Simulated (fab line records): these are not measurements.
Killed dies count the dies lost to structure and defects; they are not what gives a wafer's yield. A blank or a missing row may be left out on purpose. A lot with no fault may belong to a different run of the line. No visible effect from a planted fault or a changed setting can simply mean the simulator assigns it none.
The tool behind it: which one? | flow berkeley-cmos170 | 42 wafers from 14 lots sampled at 2 of the route's 331 steps

## WHAT THE GAUGES SHOWED, per wafer
UCB170_GATE_CD_MEAS_90 targets a cd of 350 nm. Usual: cd-nm reads 349.8 nm (standard deviation 1.7).
lot  | measured     | on        | cd-nm (nm)        | flag
L267 | day 7 12:22  | cd-sem-01 | 350.2 348.5 349.1 |
L268 | day 8 02:47  | cd-sem-02 | 350.2 349.2 349.5 |
L269 | day 8 02:37  | cd-sem-01 | 351.0 352.5 353.0 |
L272 | day 8 02:30  | cd-sem-02 | 350.5 350.7 350.4 |
L273 | day 8 19:00  | cd-sem-02 | 349.1 348.8 347.9 |
L277 | day 9 14:13  | cd-sem-01 | 351.6 352.0 350.4 |
L278 | day 9 13:58  | cd-sem-01 | 353.2 352.3 355.2 |
L280 | day 9 23:42  | cd-sem-02 | - - -             | OFF
L281 | day 10 06:51 | cd-sem-01 | - - -             | OFF
L284 | day 10 07:24 | cd-sem-01 | 350.9 351.2 350.8 |
L285 | day 10 07:41 | cd-sem-01 | 350.3 349.7 350.5 |
L286 | day 10 22:45 | cd-sem-02 | 347.7 348.4 348.2 |
L287 | day 10 23:04 | cd-sem-01 | 349.8 349.0 347.3 |
L288 | day 11 11:33 | cd-sem-02 | 349.2 349.6 350.8 |

## TOOL THAT RAN EACH LOT (tool first, then ch and the chambers of the sampled wafers, then the start)
lot  | UCB170_GATE_CVD_04
L267 | lpcvd-01 ch 1, day 7 08:35
L268 | lpcvd-01 ch 0, day 7 23:02
L269 | lpcvd-01 ch 1, day 7 23:02
L272 | lpcvd-01 ch 1, day 7 23:02
L273 | lpcvd-01 ch 0, day 8 15:59
L277 | lpcvd-02 ch 1, day 9 11:04
L278 | lpcvd-02 ch 0, day 9 11:04
L280 | lpcvd-01 ch 1, day 9 20:05
L281 | lpcvd-02 ch 0, day 10 03:59
L284 | lpcvd-02 ch 0, day 10 03:59
L285 | lpcvd-02 ch 0, day 10 03:59
L286 | lpcvd-01 ch 0, day 10 19:53
L287 | lpcvd-01 ch 1, day 10 19:53
L288 | lpcvd-01 ch 0, day 11 06:32
- UCB170_GATE_CVD_04: deposits poly-Si from SiH4, time 1440 s, target thk 214 nm.

## AS READ BY THE TOOLS THEMSELVES (means over the sampled wafers that have a number; for cases with no such wafer, the mark the record gives instead)
UCB170_GATE_CVD_04. Usual: pressure-mtorr 375.0 mTorr, standard deviation 0.72; sih4-flow-sccm 120.0 sccm, standard deviation 0.38; spike-tc-load-C 634.3 C, standard deviation 2.1.
lot  | tool     | pressure-mtorr (mTorr) | sih4-flow-sccm (sccm) | spike-tc-load-C (C) | flag
L267 | lpcvd-01 | 373.2                  | 120.0                 | 635.6               |
L268 | lpcvd-01 | 375.2                  | 119.3                 | 634.3               |
L269 | lpcvd-01 | 375.3                  | 120.6                 | 634.2               |
L272 | lpcvd-01 | 376.0                  | 120.3                 | 634.5               |
L273 | lpcvd-01 | 375.3                  | 119.7                 | 635.0               |
L277 | lpcvd-02 | 374.8                  | 120.2                 | 628.2               |
L278 | lpcvd-02 | 375.3                  | 120.1                 | 636.4               |
L280 | lpcvd-01 | -                      | -                     | -                   | OFF
L281 | lpcvd-02 | -                      | -                     | -                   | OFF
L284 | lpcvd-02 | 375.0                  | 120.6                 | 634.5               |
L285 | lpcvd-02 | 375.6                  | 119.7                 | 635.2               |
L286 | lpcvd-01 | 374.5                  | 120.0                 | 634.9               |
L287 | lpcvd-01 | 375.0                  | 120.3                 | 634.6               |
L288 | lpcvd-01 | 375.2                  | 120.2                 | 634.4               |

## THE ANSWER, worked out from the rows above alone
Rule: lot off if the mean of its wafers having a number is beyond 3 standard deviations from the usual mean. Also off: a lot with no number at a reading for which 4 or more lots have one. All remaining lots with rows at the step are treated as sound. After the gauges, taken in route order, come the tools' own readings; for these a lot's mean is taken, as printed above. The first step at which some lot is off is used, and at that step the reading that is off furthest; a lot without a number counts as furthest.
Off: L280, L281, at UCB170_GATE_CD_MEAS_90 (cd-nm). Without a number there: L280, L281.
A tool fits if, at a process step before that reading, it ran every lot that is off, and no sound lot after the first of them. The gauges at UCB170_GATE_CD_MEAS_90 aren't tried: what is off there is off at UCB170_GATE_CVD_04 too, on other tools, and a gauge's error can't cause that. No candidate that was tried fits.

## WHAT HAD BEEN PUT IN BY THE SIMULATOR
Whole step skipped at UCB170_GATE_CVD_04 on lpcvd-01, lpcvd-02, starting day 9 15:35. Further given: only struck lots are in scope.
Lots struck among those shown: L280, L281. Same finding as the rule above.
